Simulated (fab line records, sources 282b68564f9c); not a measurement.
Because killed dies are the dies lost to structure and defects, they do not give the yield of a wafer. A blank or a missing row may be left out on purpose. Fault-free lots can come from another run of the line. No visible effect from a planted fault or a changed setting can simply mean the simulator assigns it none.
Which of the tools did it? | flow rit_cmos | Sampling: 14 lots, 42 wafers, 6 of 202 route steps

WHAT EACH GAUGE READ, for each wafer
RIT_PRETRO_OVL_MEAS_06. Usual: for PRETRO_OVL the level is 0.7 nm and the standard deviation is 1.4.
lot  | measured    | on         | PRETRO_OVL (nm) | flag
L778 | day 2 09:30 | overlay-02 | 0.5 1.6 2.2     |
L779 | day 2 14:02 | overlay-02 | -1.8 0.0 -0.6   |
L781 | day 2 22:58 | overlay-02 | 0.7 0.6 1.2     |
L783 | day 3 09:36 | overlay-02 | 0.1 0.2 -0.4    |
L784 | day 3 13:13 | overlay-01 | 0.8 -0.3 1.8    |
L785 | day 3 21:49 | overlay-01 | 0.5 -0.4 0.0    |
L788 | day 4 12:24 | overlay-02 | -3.0 -0.7 -0.1  |
L792 | day 5 10:06 | overlay-01 | 2.5 2.1 0.1     |
L796 | day 6 02:32 | overlay-02 | 3.1 3.0 2.2     |
L797 | day 6 06:41 | overlay-01 | 1.4 -0.7 -0.9   |
L798 | day 6 13:20 | overlay-01 | 1.7 1.4 2.4     |
L799 | day 6 18:44 | overlay-01 | 1.0 0.8 1.0     |
L800 | day 6 23:19 | overlay-02 | 4.5 3.2 5.0     |
L801 | day 7 03:52 | overlay-02 | 1.1 1.1 1.0     |

RIT_PRETRO_TW_MEAS_10. Usual: for PRETRO_TW the level is 476.2 and the standard deviation is 2.1.
lot  | measured    | on            | PRETRO_TW         | flag
L778 | day 2 10:07 | film_metro-04 | 476.4 477.8 475.1 |
L779 | day 2 14:39 | film_metro-02 | 477.6 474.7 476.3 |
L781 | day 2 23:35 | film_metro-02 | 475.2 478.7 474.2 |
L783 | day 3 10:13 | film_metro-04 | 475.4 475.6 474.3 |
L784 | day 3 13:49 | film_metro-04 | 471.8 476.2 475.1 |
L785 | day 3 22:26 | film_metro-02 | 474.3 475.9 477.0 |
L788 | day 4 13:01 | film_metro-01 | 474.5 474.9 473.6 |
L792 | day 5 10:45 | film_metro-04 | 476.2 473.5 473.6 |
L796 | day 6 03:08 | film_metro-01 | 475.5 475.7 476.8 |
L797 | day 6 07:18 | film_metro-01 | 479.0 475.6 477.4 |
L798 | day 6 13:56 | film_metro-01 | 474.8 474.6 476.2 |
L799 | day 6 19:22 | film_metro-02 | 476.9 477.5 480.2 |
L800 | day 6 23:56 | film_metro-02 | 479.5 476.5 479.2 |
L801 | day 7 04:29 | film_metro-04 | 471.8 477.4 478.8 |

RIT_NLDD_TW_MEAS_10. Usual: for NLDD_TW the level is 2479 and the standard deviation is 22.
lot  | measured    | on            | NLDD_TW        | flag
L778 | day 2 20:40 | film_metro-02 | 2487 2496 2503 |
L779 | day 3 02:58 | film_metro-02 | 2504 2499 2501 |
L781 | day 3 09:38 | film_metro-03 | 2437 2444 2438 |
L783 | day 3 23:43 | film_metro-04 | 2474 2489 2469 |
L784 | day 4 01:37 | film_metro-04 | 2284 2269 2274 | OFF
L785 | day 4 10:46 | film_metro-02 | 2279 2256 2266 | OFF
L788 | day 5 03:20 | film_metro-04 | 2489 2476 2477 |
L792 | day 5 22:04 | film_metro-02 | 2497 2489 2497 |
L796 | day 6 14:12 | film_metro-04 | 2482 2475 2478 |
L797 | day 6 19:28 | film_metro-03 | 2445 2428 2452 |
L798 | day 7 02:10 | film_metro-03 | 2472 2470 2463 |
L799 | day 7 06:28 | film_metro-03 | 2463 2470 2478 |
L800 | day 7 10:01 | film_metro-04 | 2489 2488 2493 |
L801 | day 7 17:29 | film_metro-02 | 2516 2513 2507 |

RIT_PLDD_TW_MEAS_10. Usual: for PLDD_TW the level is 2333 and the standard deviation is 24.
lot  | measured    | on            | PLDD_TW        | flag
L778 | day 2 22:13 | film_metro-03 | 2326 2317 2300 |
L779 | day 3 04:28 | film_metro-03 | 2315 2309 2317 |
L781 | day 3 11:11 | film_metro-04 | 2348 2328 2342 |
L783 | day 4 01:08 | film_metro-02 | 2356 2365 2350 |
L784 | day 4 03:10 | film_metro-04 | 2369 2366 2365 |
L785 | day 4 12:26 | film_metro-02 | 2370 2371 2357 |
L788 | day 5 04:53 | film_metro-04 | 2346 2341 2347 |
L792 | day 5 23:37 | film_metro-03 | 2318 2325 2324 |
L796 | day 6 15:45 | film_metro-03 | 2297 2295 2290 |
L797 | day 6 21:01 | film_metro-03 | 2303 2291 2306 |
L798 | day 7 03:35 | film_metro-03 | 2323 2311 2315 |
L799 | day 7 07:59 | film_metro-02 | 2359 2366 2372 |
L800 | day 7 11:26 | film_metro-03 | 2331 2320 2315 |
L801 | day 7 18:54 | film_metro-03 | 2322 2319 2342 |

RIT_SDANNEAL_RS_MEAS_07: measurement is done with a four-point probe. Usual: for NLDD_RS the level is 151.6 ohm/sq and the standard deviation is 0.58.
lot  | measured    | on            | NLDD_RS (ohm/sq)  | flag
L778 | day 3 05:43 | film_metro-03 | 151.5 151.5 151.5 |
L779 | day 3 11:18 | film_metro-03 | 151.8 152.7 151.7 |
L781 | day 3 17:32 | film_metro-04 | 152.2 152.7 152.5 |
L783 | day 4 07:27 | film_metro-04 | 152.7 152.7 152.6 |
L784 | day 4 09:37 | film_metro-03 | 142.6 143.4 143.1 | OFF
L785 | day 4 19:04 | film_metro-02 | 142.2 142.5 142.1 | OFF
L788 | day 5 11:12 | film_metro-03 | 151.4 151.5 151.6 |
L792 | day 6 06:10 | film_metro-02 | 151.2 151.7 151.5 |
L796 | day 6 22:08 | film_metro-04 | 151.5 151.6 151.5 |
L797 | day 7 03:28 | film_metro-02 | 150.8 150.7 151.4 |
L798 | day 7 09:52 | film_metro-03 | 152.0 151.8 152.1 |
L799 | day 7 14:20 | film_metro-03 | 151.0 150.7 151.0 |
L800 | day 7 17:57 | film_metro-03 | 151.9 151.3 151.3 |
L801 | day 8 01:33 | film_metro-03 | 151.6 151.6 150.9 |

EACH LOT AND THE TOOL THAT RAN IT (in order: tool; ch and the chambers of the sampled wafers; start)
lot  | RIT_NLDD_IMPLANT_08
L778 | implanter-01 ch 0, day 2 20:22
L779 | implanter-04 ch 0, day 3 02:40
L781 | implanter-04 ch 0, day 3 09:20
L783 | implanter-02 ch 0, day 3 23:25
L784 | implanter-01 ch 0, day 4 01:18
L785 | implanter-01 ch 0, day 4 10:27
L788 | implanter-02 ch 0, day 5 03:01
L792 | implanter-04 ch 0, day 5 21:47
L796 | implanter-02 ch 0, day 6 13:53
L797 | implanter-02 ch 0, day 6 19:10
L798 | implanter-02 ch 0, day 7 01:50
L799 | implanter-04 ch 0, day 7 06:08
L800 | implanter-01 ch 0, day 7 09:42
L801 | implanter-01 ch 0, day 7 17:10
- RIT_NLDD_IMPLANT_08

AS READ BY THE TOOLS THEMSELVES (means over the sampled wafers that have a number; for cases with no such wafer, the mark the record gives instead)
RIT_NLDD_IMPLANT_08. Usual: tilt_deg 6.996 degrees, standard deviation 0.018.
lot  | tool         | tilt_deg (degrees) | flag
L778 | implanter-01 | 6.983              |
L779 | implanter-04 | 7.027              |
L781 | implanter-04 | 6.983              |
L783 | implanter-02 | 6.974              |
L784 | implanter-01 | -0.009             | OFF
L785 | implanter-01 | -0.013             | OFF
L788 | implanter-02 | 7.004              |
L792 | implanter-04 | 7.003              |
L796 | implanter-02 | 7.009              |
L797 | implanter-02 | 7.013              |
L798 | implanter-02 | 7.008              |
L799 | implanter-04 | 6.993              |
L800 | implanter-01 | 7.005              |
L801 | implanter-01 | 6.993              |

THE ANSWER, worked out from the rows above alone
Rule: take the mean of a lot's wafers that have a number; if it is more than 3 standard deviations from the usual mean, the lot is off. A lot without any number at a reading at which 4 lots or more have one is off too. Where the step has rows for the other lots, those lots are counted as sound. First the gauges in route order, then the tools' own readings, where a lot's mean is used as printed above. The first step at which some lot is off is used, and at that step the reading that is off furthest; a lot without a number counts as furthest.
Off: at RIT_NLDD_TW_MEAS_10 (NLDD_TW), L784, L785.
If a tool, at a process step before that reading, ran all the lots that are off and no sound lot after the first of them, it fits. Not tried: the gauges at RIT_NLDD_TW_MEAS_10; whatever is off there is also off at RIT_NLDD_IMPLANT_08, on other tools, and gauge error can't account for it. Not one of the candidates tried fits.

WHAT THE SIMULATOR HAD PUT IN
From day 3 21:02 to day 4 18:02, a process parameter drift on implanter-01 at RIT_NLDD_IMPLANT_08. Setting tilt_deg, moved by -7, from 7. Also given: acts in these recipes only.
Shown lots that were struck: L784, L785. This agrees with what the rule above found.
